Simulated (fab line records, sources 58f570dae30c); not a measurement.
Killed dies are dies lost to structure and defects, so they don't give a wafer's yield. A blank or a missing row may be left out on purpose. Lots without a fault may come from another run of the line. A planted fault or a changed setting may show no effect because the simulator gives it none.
Which tool did it? | flow berkeley_cmos170 | 14 lots, 42 wafers sampled, at 4 steps of a route of 331

WHAT THE GAUGES READ, wafer by wafer
UCB170_PLDD_CD_MEAS_06: target cd 1200 nm. Usual: cd_nm 1199.7 nm, standard deviation 1.5.
lot  | measured     | on        | cd_nm (nm)           | flag
L554 | day 6 05:56  | cd_sem-01 | 1203.5 1202.4 1202.9 |
L555 | day 6 16:32  | cd_sem-02 | 1198.7 1199.3 1197.8 |
L556 | day 7 04:38  | cd_sem-01 | 1200.6 1201.8 1201.9 |
L557 | day 7 05:05  | cd_sem-02 | 1199.0 1197.7 1198.6 |
L558 | day 7 19:57  | cd_sem-02 | 1199.7 1199.7 1200.5 |
L559 | day 7 20:17  | cd_sem-02 | 1196.8 1195.5 1197.6 |
L560 | day 7 21:40  | cd_sem-01 | 1199.7 1199.0 1198.6 |
L569 | day 9 13:23  | cd_sem-02 | 1201.0 1199.8 1199.0 |
L570 | day 9 18:29  | cd_sem-01 | 1198.3 1199.0 1197.6 |
L571 | day 9 18:32  | cd_sem-02 | 1198.6 1199.7 1200.0 |
L568 | day 9 19:12  | cd_sem-01 | 1197.8 1198.6 1200.1 |
L575 | day 10 12:36 | cd_sem-02 | 1200.6 1200.9 1201.1 |
L573 | day 10 12:49 | cd_sem-01 | 1200.1 1199.6 1200.4 |
L574 | day 10 13:23 | cd_sem-02 | 1196.0 1197.7 1197.4 |

UCB170_PSD_CD_MEAS_06: target cd 1200 nm. Usual: cd_nm 1199.8 nm, standard deviation 1.3.
lot  | measured     | on        | cd_nm (nm)           | flag
L554 | day 6 15:37  | cd_sem-01 | 1197.8 1199.2 1196.8 |
L555 | day 7 02:02  | cd_sem-02 | 1202.1 1201.8 1200.1 |
L556 | day 7 13:11  | cd_sem-01 | 1201.2 1201.3 1199.9 |
L557 | day 7 13:26  | cd_sem-01 | 1199.1 1199.6 1200.0 |
L558 | day 8 03:46  | cd_sem-01 | 1202.2 1201.3 1200.6 |
L559 | day 8 03:49  | cd_sem-02 | 1199.4 1200.2 1199.9 |
L560 | day 8 03:55  | cd_sem-01 | 1199.7 1201.7 1200.2 |
L569 | day 9 22:27  | cd_sem-02 | 1201.2 1201.3 1200.6 |
L570 | day 10 02:23 | cd_sem-02 | 1199.3 1200.3 1199.5 |
L571 | day 10 02:31 | cd_sem-02 | 1199.4 1201.0 1200.3 |
L568 | day 10 05:31 | cd_sem-02 | 1196.9 1197.3 1197.8 |
L575 | day 10 20:34 | cd_sem-02 | 1200.7 1200.6 1200.3 |
L573 | day 10 20:25 | cd_sem-01 | 1199.2 1198.2 1198.7 |
L574 | day 10 21:00 | cd_sem-01 | 1201.3 1200.3 1200.3 |

UCB170_M3_BOW_MEAS_20. Usual: M3_BOW 36 um, standard deviation 7.3.
lot  | measured     | on            | M3_BOW (um) | flag
L554 | day 7 18:40  | film_metro-02 | 29 33 29    |
L555 | day 8 05:51  | film_metro-02 | 34 45 32    |
L556 | day 8 18:11  | film_metro-04 | 44 44 34    |
L557 | day 8 18:49  | film_metro-01 | 43 40 47    |
L558 | day 9 08:06  | film_metro-01 | 32 40 49    |
L559 | day 9 08:34  | film_metro-01 | 29 30 28    |
L560 | day 9 08:20  | film_metro-02 | 26 38 31    |
L569 | day 11 09:01 | film_metro-02 | 36 28 36    |
L570 | day 11 09:31 | film_metro-01 | 31 38 42    |
L571 | day 11 10:55 | film_metro-02 | 32 28 46    |
L568 | day 11 12:21 | film_metro-02 | 34 30 37    |
L575 | day 12 04:20 | film_metro-04 | 37 29 48    |
L573 | day 12 04:58 | film_metro-01 | 41 30 44    |
L574 | day 12 06:05 | film_metro-04 | 28 49 25    |

WHICH TOOL RAN EACH LOT (tool, then ch and the chambers of the sampled wafers, then the start)
lot  | UCB170_M3_SOFTBAKE_11
L554 | litho_track-01 ch 0, day 7 16:00
L555 | litho_track-01 ch 0, day 8 04:00
L556 | litho_track-03 ch 0, day 8 17:00
L557 | litho_track-02 ch 0, day 8 17:00
L558 | litho_track-01 ch 0, day 9 06:00
L559 | litho_track-01 ch 0, day 9 07:00
L560 | litho_track-03 ch 0, day 9 06:00
L569 | litho_track-02 ch 0, day 11 06:00
L570 | litho_track-02 ch 0, day 11 07:00
L571 | litho_track-02 ch 0, day 11 08:00
L568 | litho_track-02 ch 0, day 11 10:00
L575 | litho_track-02 ch 0, day 12 02:00
L573 | litho_track-02 ch 0, day 12 03:00
L574 | litho_track-01 ch 0, day 12 04:00
- UCB170_M3_SOFTBAKE_11: time 60 s.

WHAT THE TOOLS THEMSELVES READ (means of the sampled wafers that have a number; where no wafer has one, the mark that the record gives instead)
UCB170_M3_SOFTBAKE_11. Usual: heater_power_total_W 56.80 W, standard deviation 0.051; plate_temp_C 130.04 C, standard deviation 0.12.
lot  | tool           | heater_power_total_W (W) | plate_temp_C (C) | flag
L554 | litho_track-01 | 56.81                    | 130.01           |
L555 | litho_track-01 | 56.76                    | 130.16           |
L556 | litho_track-03 | 56.77                    | 130.04           |
L557 | litho_track-02 | 56.81                    | 130.20           |
L558 | litho_track-01 | 55.87                    | 128.48           | OFF
L559 | litho_track-01 | 55.90                    | 128.36           | OFF
L560 | litho_track-03 | 56.83                    | 129.99           |
L569 | litho_track-02 | 56.78                    | 130.05           |
L570 | litho_track-02 | 56.83                    | 129.98           |
L571 | litho_track-02 | 56.80                    | 130.00           |
L568 | litho_track-02 | 56.77                    | 130.12           |
L575 | litho_track-02 | 56.81                    | 130.08           |
L573 | litho_track-02 | 56.83                    | 130.02           |
L574 | litho_track-01 | 56.79                    | 130.00           |

THE ANSWER, worked out from the rows above alone
Rule: a lot is off if the mean of its wafers that have a number lies more than 3 standard deviations from the usual mean. A lot without any number at a reading at which 4 lots or more have one is off too. The other lots that the step has rows for count as sound. The gauges are gone through in route order, then the tools' own readings, and for those a lot's mean is taken as printed above. The first step at which some lot is off is used, and at that step the reading that is off furthest; a lot without a number counts as furthest.
Off: L558, L559, at UCB170_M3_SOFTBAKE_11 (heater_power_total_W).
A tool fits if, at that step or a process step before it, it ran every lot that is off, and no sound lot after the first of them. None of those tried fits.

WHAT THE SIMULATOR HAD PUT IN
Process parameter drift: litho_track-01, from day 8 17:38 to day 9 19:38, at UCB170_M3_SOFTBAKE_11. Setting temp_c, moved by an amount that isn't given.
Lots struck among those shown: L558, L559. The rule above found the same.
